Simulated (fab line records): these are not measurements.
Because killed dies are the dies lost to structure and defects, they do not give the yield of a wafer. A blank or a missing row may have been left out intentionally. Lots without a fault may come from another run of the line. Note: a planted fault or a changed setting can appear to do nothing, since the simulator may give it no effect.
A struck lot beside a sound one :: flow rit-cmos :: 15 out of 202 route steps
Sound: the wafers L502.1, L502.2, L502.3. Wafers L507.2, L507.3, L507.6 were the ones struck. The cause comes at the end.
Per side, at each step with rows, come the tool, then ch with its chambers, and then its first start. Under that, the readings that differ: sound wafers :: struck wafers :: difference of the means :: sigmas: that difference in standard deviations of wafers without a fault.
alike: a reading whose means differ by less than 2 such deviations, as well as words and numbers matching on both sides. not compared: withheld readings; readings where some wafer has no value; bounds like >300 that might hide an equal value; numbers whose values overlap and for which the record gives no deviation.
Wherever a step has rows on one side only, a row that says differs or no value, or a row with sigmas, the two part there. Non-overlapping numbers with no deviation appear without sigmas and do not part them. Lack of a reading on every wafer of one side parts them only where that side has two or more wafers.

RIT_SPACER_ETCHBACK_05: etches Si3N4 in SF6/CHF3, stops on SiO2, target depth 250 nm, time 240 s.
  sound on rie-diel-01 ch 0,1,2, day 4 04:59; struck on rie-diel-03 ch 1,3, day 5 10:00
  alike: drypump-motor-current-A, oes-product-au, throttle-valve-pct
  not compared: rf-hours-counter-h
then, 6 steps without rows for these wafers: RIT_NSD_HMDS_00 (prime time 60 s); RIT_NSD_COAT_01 (resist thk 1000 nm); RIT_NSD_SOFTBAKE_02 (time 60 s); RIT_NSD_EXPOSE_03 (exposes mask M9, target cd 40700 nm); RIT_NSD_PEB_04; RIT_NSD_DEVELOP_05 (develop time 50 s).
RIT_NSD_OVL_MEAS_06:
  sound on overlay-01 at day 4 06:07; struck on overlay-02 at day 5 11:08
reading: NSD_OVL (nm)
sound: 1.7 3.0 0.9
struck: -0.6 -1.2 -3.1
difference: -3.5
sigmas: -2
then, 2 steps without rows for these wafers: RIT_NSD_HARDBAKE_07 (time 60 s); RIT_NSD_IMPLANT_08.
RIT_NSD_STRIP_09: strips in O2, time 180 s.
  sound on plasma-asher-02 ch 0,1, day 4 06:27; struck on plasma-asher-01 ch 0,1, day 5 11:28
  alike: drypump-motor-current-A
  not compared: rf-hours-counter-h
RIT_NSD_TW_MEAS_10:
  sound on film-metro-04 at day 4 06:38; struck on film-metro-04 at day 5 11:38
  alike: NSD_TW
RIT_PSD_HMDS_00: prime time 60 s.
  sound on litho-track-01 ch 0, day 4 06:41; struck on litho-track-01 ch 0, day 5 11:43
reading: prime-temp-c (C)
sound: 139.69 139.59 139.81
struck: 137.33 137.30 137.31
difference: -2.38
sigmas: -16
  alike: chill-plate-temp-C
then, 1 step without rows for these wafers: RIT_PSD_COAT_01 (resist thk 1000 nm).
RIT_M1_PROBE_99:
  sound on prober-01 at day 4 18:07; struck on prober-01 at day 5 20:58
  alike: killed-at-contacts, killed-at-front-end, killed-dies, killed-open, killed-short

## WHERE THEY PART
At RIT_NSD_OVL_MEAS_06 first; at RIT_PSD_HMDS_00 last (within this record only). Later steps at which nothing parts them and some readings are alike: RIT_M1_PROBE_99.

WHY: what had been put in by the simulator
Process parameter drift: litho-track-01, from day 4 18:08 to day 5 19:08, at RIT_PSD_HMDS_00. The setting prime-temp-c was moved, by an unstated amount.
